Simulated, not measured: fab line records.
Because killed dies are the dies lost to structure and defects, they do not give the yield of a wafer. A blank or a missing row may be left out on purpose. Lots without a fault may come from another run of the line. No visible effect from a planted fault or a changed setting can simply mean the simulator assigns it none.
Struck lot and sound lot, side by side	flow berkeley_cmos170	21 out of 331 route steps
Sound: these wafers, L314.1, L314.4, L314.6. Struck: wafers L325.1, L325.2, L325.5. Last of all comes the cause.
Per side, at each step with rows, come the tool, then ch with its chambers, and then its first start. Under that, the readings that differ: sound wafers	struck wafers	difference of the means	sigmas: that difference in standard deviations of wafers without a fault.
alike: same words and numbers on both sides, and readings whose means sit less than 2 such deviations apart. not compared: any withheld reading, any reading some wafer has no value for, any bound like >300 that may hide the same value, and any number with overlapping values for which the record gives no deviation.
Wherever a step has rows on one side only, a row that says differs or no value, or a row with sigmas, the two part there. When numbers do not overlap yet have no deviation, they are printed without sigmas and do not part them. Lack of a reading on every wafer of one side parts them only where that side has two or more wafers.

first, 1 step without rows for these wafers: UCB170_M2_ETCH_17 (etches BARC in N2/H2).
UCB170_M2_METAL_ETCH_18: etches Al in Cl2/BCl3, stops on SiO2, target depth 1170 nm, time 195 s.
  sound on rie_metal-03 ch 0,1, day 9 08:46; struck on rie_metal-03 ch 0,1, day 11 01:36
  alike: drypump_motor_current_A, mfc_cl2_sccm, oes_product_au, rf_fwd_power_W, throttle_valve_pct
  not compared: rf_hours_counter_h
UCB170_M2_STRIP_19: strips in O2.
  sound on plasma_asher-03 ch 0,1, day 9 08:57; struck on plasma_asher-02 ch 0,1, day 11 01:47
  alike: drypump_motor_current_A, oes_product_au
  not compared: rf_hours_counter_h
UCB170_M2_CD_MEAS_90 targets a cd of 700 nm.
  sound: cd_sem-02 at day 9 09:03; struck: cd_sem-01 at day 11 01:53
  alike: cd_nm
UCB170_V2_CVD_00: deposits SiO2 from TEOS/O2, target thk 2000 nm, time 250 s.
  sound on pecvd-01 ch 0,1,2, day 9 09:10; struck on pecvd-03 ch 0,2, day 11 02:01
  alike: heater_power_w, rf_fwd_power_W
UCB170_V2_THK_MEAS_01:
  sound: film_metro-01 at day 9 09:19; struck: film_metro-02 at day 11 02:10
  alike: V2_TEOS_THK
UCB170_V2_CMP_02: polishes SiO2.
  sound on cmp-02 ch 0,2, day 9 09:23; struck on cmp-01 ch 0,2,3, day 11 02:16
  alike: motor_current_A, slurry_flow_ml_min
UCB170_V2_BOW_MEAS_03:
  sound: film_metro-04 at day 9 09:41; struck: film_metro-02 at day 11 02:31
  alike: V2_BOW
UCB170_V2_THK_MEAS_04:
  sound: film_metro-04 at day 9 09:48; struck: film_metro-02 at day 11 02:38
  alike: V2_POLISHED_THK
then, 3 steps without rows for these wafers: UCB170_V2_CLEAN_05 (cleans in DIW); UCB170_V2_HMDS_06 (prime time 60 s); UCB170_V2_COAT_07 (resist thk 900 nm).
UCB170_V2_SOFTBAKE_08: time 60 s.
  sound on litho_track-01 ch 0, day 9 10:22; struck on litho_track-01 ch 0, day 11 05:14
reading	sound	struck	difference	sigmas
heater_power_total_W (W)	56.85 56.85 56.88	60.40 60.47 60.46	+3.58	+70
plate_temp_C (C)	129.81 130.09 130.01	136.14 136.13 136.12	+6.16	+44
  not compared: model.KrF_of_V2_COAT_07.thk_nm
then, 2 steps without rows for these wafers: UCB170_V2_EXPOSE_09 (exposes mask VIA2, target cd 700 nm); UCB170_V2_PEB_10.
UCB170_V2_DEVELOP_11: develop time 45 s.
  sound: litho_track-02 ch 0; struck: litho_track-03 ch 0
  alike: developer_temp_C
  not compared: model.KrF_of_V2_COAT_07.thk_nm
UCB170_V2_CD_MEAS_12 targets a cd of 700 nm.
  sound: cd_sem-01 at day 9 10:55; struck: cd_sem-02 at day 11 06:37
reading	sound	struck	difference	sigmas
cd_nm (nm)	701.1 702.1 701.4	717.2 719.6 718.0	+16.7	+15
  not compared: hold
UCB170_V2_OVL_MEAS_13:
  sound: overlay-02 at day 9 11:02; struck: overlay-02 at day 11 08:41
reading	sound	struck	difference	sigmas
hold	- - -	await_dispo/2.0h/release await_dispo/2.0h/release await_dispo/2.0h/release	no value on the sound wafers	
  alike: V2_OVL
UCB170_V2_ETCH_14: etches SiO2 in CHF3/CF4/Ar, stops on Al, target depth 1250 nm, time 291 s.
  sound on rie_diel-02 ch 0,2, day 9 11:04; struck on rie_diel-04 ch 2,3, day 11 08:43
reading	sound	struck	difference	sigmas
model.V2.cd_nm (nm)	698.8 701.8 698.6	718.2 720.4 719.3	+19.6	
  alike: drypump_motor_current_A, oes_product_au, rf_fwd_power_W, throttle_valve_pct
  not compared: rf_hours_counter_h
UCB170_V2_STRIP_15: strips in O2.
  sound on plasma_asher-02 ch 1, day 9 11:15; struck on plasma_asher-03 ch 0,1, day 11 08:54
reading	sound	struck	difference	sigmas
drypump_motor_current_A (A)	6.0 6.0 6.0	4.9 4.9 4.9	-1.1	-2
  alike: oes_product_au, strip_time_to_endpoint_s
  not compared: rf_hours_counter_h
UCB170_M3_PROBE_99:
  the record has rows for the struck wafers here (prober-01, day 11 14:02) and none for the sound ones

## WHERE THEY PART
At UCB170_V2_SOFTBAKE_08 first; at UCB170_M3_PROBE_99 last (within this record only).

WHY: what had been put in by the simulator
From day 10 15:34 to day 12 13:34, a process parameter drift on litho_track-01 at UCB170_V2_SOFTBAKE_08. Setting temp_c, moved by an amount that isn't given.
